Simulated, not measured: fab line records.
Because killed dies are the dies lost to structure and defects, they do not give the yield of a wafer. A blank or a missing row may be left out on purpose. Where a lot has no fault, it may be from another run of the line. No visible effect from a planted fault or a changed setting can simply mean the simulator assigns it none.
Comparing a struck lot with a sound one ; flow rit-cmos ; 18 out of 202 route steps
Sound: wafers L625.1, L625.5, L625.6. Struck: wafers L629.3, L629.4, L629.5. The cause is given at the end.
Each step with rows lists, per side, the tool, then ch with its chambers, then its first start. Under that, the readings that differ: sound wafers ; struck wafers ; difference of the means ; sigmas: that difference in standard deviations of wafers without a fault.
alike: readings whose means differ by less than 2 such deviations, and words and numbers that are the same on both sides. not compared: withheld readings, readings that some wafer has no value for, bounds like >300 that may hide the same value, and numbers for which the record gives no deviation and whose values overlap.
The two part at a step that has a row with sigmas, a row that says differs or no value, or rows on one side only. Non-overlapping numbers with no deviation appear without sigmas and do not part them. Lack of a reading on every wafer of one side parts them only where that side has two or more wafers.

first, 4 steps without rows for these wafers: RIT_NSD_SOFTBAKE_02 (time 60 s); RIT_NSD_EXPOSE_03 (exposes mask M9, target cd 40700 nm); RIT_NSD_PEB_04; RIT_NSD_DEVELOP_05 (develop time 50 s).
RIT_NSD_OVL_MEAS_06:
  struck on overlay-02, day 4 16:56; sound on overlay-01, day 3 20:14
  alike: NSD_OVL
then, 2 steps without rows for these wafers: RIT_NSD_HARDBAKE_07 (time 60 s); RIT_NSD_IMPLANT_08.
RIT_NSD_STRIP_09: strips in O2, time 180 s.
  sound on plasma-asher-03 ch 0,1, day 3 20:34; struck on plasma-asher-02 ch 0,1, day 4 17:19
  alike: drypump-motor-current-A
  not compared: rf-hours-counter-h
RIT_NSD_TW_MEAS_10:
  struck on film-metro-02, day 4 17:28; sound on film-metro-02, day 3 20:45
  alike: NSD_TW
then, 3 steps without rows for these wafers: RIT_PSD_HMDS_00 (prime time 60 s); RIT_PSD_COAT_01 (resist thk 1000 nm); RIT_PSD_SOFTBAKE_02 (time 60 s).
RIT_PSD_EXPOSE_03: exposes mask M10, target cd 40900 nm.
  sound on iline-stepper-01 ch 0, day 3 21:23; struck on iline-stepper-01 ch 0, day 4 18:07
reading;sound;struck;difference;sigmas
model.PSD.overlay-x-nm (nm);1.316 1.316 1.316;8382 8382 8382;+8381;
  alike: mask
then, 2 steps without rows for these wafers: RIT_PSD_PEB_04; RIT_PSD_DEVELOP_05 (develop time 50 s).
RIT_PSD_OVL_MEAS_06:
  struck on overlay-01, day 4 18:29; sound on overlay-02, day 3 21:51
reading;sound;struck;difference;sigmas
PSD_OVL (nm);-0.9 0.3 -0.5;- - -;no value on the struck wafers;
then, 1 step without rows for these wafers: RIT_PSD_HARDBAKE_07 (time 60 s).
RIT_M1_PROBE_99:
  struck on prober-01, day 5 05:05; sound on prober-01, day 4 06:11
reading;sound;struck;difference;sigmas
killed-at-front-end;7 7 17;264 264 264;+254;+87
killed-dies;7 7 17;264 264 264;+254;+87
killed-on-rim;2 1 3;70 70 70;+68;+57
model.etest.select-edge-diode-p.over-limit;0 0 0;1 1 1;+1;
model.etest.nmos_0p3.short;0 0 0;1 1 1;+1;
model.etest.ring.over-limit;0 0 0;1 1 1;+1;
model.etest.pmos_0p3.over-limit;0 0 0;1 1 1;+1;
model.etest.retro-edge-nmos.over-limit;0 0 0;1 1 1;+1;
model.etest.pmos-turned.short;0 0 0;1 1 1;+1;
model.etest.pmos-narrow.short;0 0 0;1 1 1;+1;
model.etest.nmos_0p15.short;0 0 0;1 1 1;+1;
  alike: killed_at_M0_to_M3, killed-open, killed-short

== WHERE THEY PART ==
Last at RIT_M1_PROBE_99 as far as this record goes, first at RIT_PSD_OVL_MEAS_06.

WHY: the cause the simulator had injected
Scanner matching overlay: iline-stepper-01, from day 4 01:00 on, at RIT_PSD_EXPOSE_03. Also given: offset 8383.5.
